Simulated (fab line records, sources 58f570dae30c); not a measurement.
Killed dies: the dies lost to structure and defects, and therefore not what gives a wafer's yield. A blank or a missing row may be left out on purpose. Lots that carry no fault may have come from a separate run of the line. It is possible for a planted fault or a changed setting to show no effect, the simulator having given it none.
Which of the tools did it?	flow berkeley_cmos170	Sampling: 14 lots, 42 wafers, 3 of 331 route steps

WHAT THE GAUGES READ, wafer by wafer
UCB170_M2_THK_MEAS_03: measures by xrf. Usual: M2_AL_THK typically reads 899 nm, with standard deviation 15.
lot	measured	on	M2_AL_THK (nm)	flag
L385	day 7 18:25	film_metro-03	896 900 898	
L386	day 7 18:39	film_metro-02	891 895 883	
L388	day 8 05:49	film_metro-03	918 911 906	
L387	day 7 23:06	film_metro-03	912 907 901	
L390	day 8 16:00	film_metro-04	896 901 884	
L394	day 9 03:16	film_metro-03	872 880 874	
L395	day 9 14:29	film_metro-02	910 922 912	
L396	day 9 15:06	film_metro-02	913 910 910	
L397	day 9 12:28	film_metro-04	890 901 889	
L398	day 10 09:16	film_metro-04	914 895 891	
L399	day 10 09:10	film_metro-03	904 892 897	
L404	day 11 19:35	film_metro-02	918 931 932	
L405	day 11 19:26	film_metro-04	905 905 911	
L407	day 12 08:11	film_metro-03	867 874 880	

WHAT TOOL EACH LOT RAN ON (gives the tool, then ch and the chambers of the sampled wafers, and finally the start)
lot	UCB170_SPACER_ETCHBACK_03	UCB170_PSD_STRIP_09
L385	rie_diel-03 ch 1,2,3, day 6 20:34	plasma_asher-02 ch 0,1, day 6 23:58
L386	rie_diel-01 ch 0,1,2, day 6 22:44	plasma_asher-02 ch 0,1, day 7 00:18
L388	rie_diel-03 ch 1,2, day 7 04:55	plasma_asher-02 ch 0,1, day 7 06:34
L387	rie_diel-01 ch 0,2,3, day 7 04:59	plasma_asher-02 ch 0,1, day 7 06:41
L390	rie_diel-01 ch 0,1,3, day 7 16:05	plasma_asher-04 ch 0,1, day 7 18:27
L394	rie_diel-04 ch 1,2,3, day 8 04:13	plasma_asher-02 ch 0,1, day 8 05:34
L395	rie_diel-04 ch 0,1, day 8 14:15	plasma_asher-02 ch 0,1, day 8 16:35
L396	rie_diel-03 ch 0,1,2, day 8 14:15	plasma_asher-04 ch 0,1, day 8 16:52
L397	rie_diel-01 ch 2,3, day 8 14:15	plasma_asher-04 ch 0,1, day 8 16:16
L398	rie_diel-03 ch 0,2,3, day 9 12:03	plasma_asher-02 ch 0,1, day 9 13:41
L399	rie_diel-01 ch 0,1,3, day 9 16:23	plasma_asher-04 ch 0,1, day 9 17:38
L404	rie_diel-03 ch 0,1, day 10 20:25	plasma_asher-01 ch 0,1, day 10 22:22
L405	rie_diel-04 ch 0,1,3, day 10 20:25	plasma_asher-04 ch 0,1, day 10 22:49
L407	rie_diel-01 ch 0,2,3, day 11 08:03	plasma_asher-01 ch 0,1, day 11 09:37
- UCB170_SPACER_ETCHBACK_03: etches SiO2 in CHF3/CF4/Ar, stops on Si, target depth 376 nm, time 100 s.
- UCB170_PSD_STRIP_09: strips in O2.

WHAT THE TOOLS THEMSELVES READ (means of the sampled wafers that have a number; where no wafer has one, the mark that the record gives instead)
UCB170_SPACER_ETCHBACK_03. Usual: drypump_motor_current_A 5.8 A, standard deviation 0.33; oes_product_au 0.896 a.u., standard deviation 0.015; throttle_valve_pct 6.50 %, standard deviation 0.1.
lot	tool	drypump_motor_current_A (A)	oes_product_au (a.u.)	throttle_valve_pct (%)	flag
L385	rie_diel-03	5.9	0.885	6.52	
L386	rie_diel-01	5.6	0.903	6.50	
L388	rie_diel-03	6.1	0.902	6.51	
L387	rie_diel-01	5.7	0.902	6.52	
L390	rie_diel-01	5.8	0.895	6.54	
L394	rie_diel-04	6.2	0.895	6.37	
L395	rie_diel-04	5.8	0.925	6.44	
L396	rie_diel-03	5.9	0.898	6.48	
L397	rie_diel-01	5.7	0.884	6.59	
L398	rie_diel-03	5.7	0.890	6.48	
L399	rie_diel-01	5.8	0.903	6.54	
L404	rie_diel-03	5.9	0.904	6.47	
L405	rie_diel-04	6.1	0.904	6.45	
L407	rie_diel-01	5.7	0.891	6.52	

UCB170_PSD_STRIP_09. Usual: drypump_motor_current_A 6.0 A, standard deviation 0.43; oes_product_au 0.601 a.u., standard deviation 0.0044; strip_time_to_endpoint_s 29.27 s, standard deviation 0.08.
lot	tool	drypump_motor_current_A (A)	oes_product_au (a.u.)	strip_time_to_endpoint_s (s)	flag
L385	plasma_asher-02	5.7	0.602	29.36	
L386	plasma_asher-02	5.7	0.604	29.33	
L388	plasma_asher-02	5.7	0.603	29.22	
L387	plasma_asher-02	5.7	0.601	29.20	
L390	plasma_asher-04	6.2	0.604	29.25	
L394	plasma_asher-02	5.7	0.598	29.37	
L395	plasma_asher-02	5.7	0.599	29.29	
L396	plasma_asher-04	6.2	0.600	29.23	
L397	plasma_asher-04	6.1	0.602	29.25	
L398	plasma_asher-02	5.7	0.604	29.28	
L399	plasma_asher-04	6.4	0.600	29.26	
L404	plasma_asher-01	6.1	0.609	29.21	
L405	plasma_asher-04	6.1	0.602	29.28	
L407	plasma_asher-01	5.7	0.603	29.32	

THE ANSWER, worked out from the rows above alone
Rule: a lot counts as off when the mean over its wafers that have a number is more than 3 standard deviations away from the usual mean. A lot without any number at a reading at which 4 lots or more have one is off too. Where the step has rows for the other lots, those lots are counted as sound. Order of review: gauges by route order, followed by the tools' own readings, for which a lot's mean as printed above is used. The first step at which some lot is off is used, and at that step the reading that is off furthest; a lot without a number counts as furthest.
Across all readings shown, no lot is off: no conclusion can be drawn from this.

WHAT THE SIMULATOR HAD INSERTED
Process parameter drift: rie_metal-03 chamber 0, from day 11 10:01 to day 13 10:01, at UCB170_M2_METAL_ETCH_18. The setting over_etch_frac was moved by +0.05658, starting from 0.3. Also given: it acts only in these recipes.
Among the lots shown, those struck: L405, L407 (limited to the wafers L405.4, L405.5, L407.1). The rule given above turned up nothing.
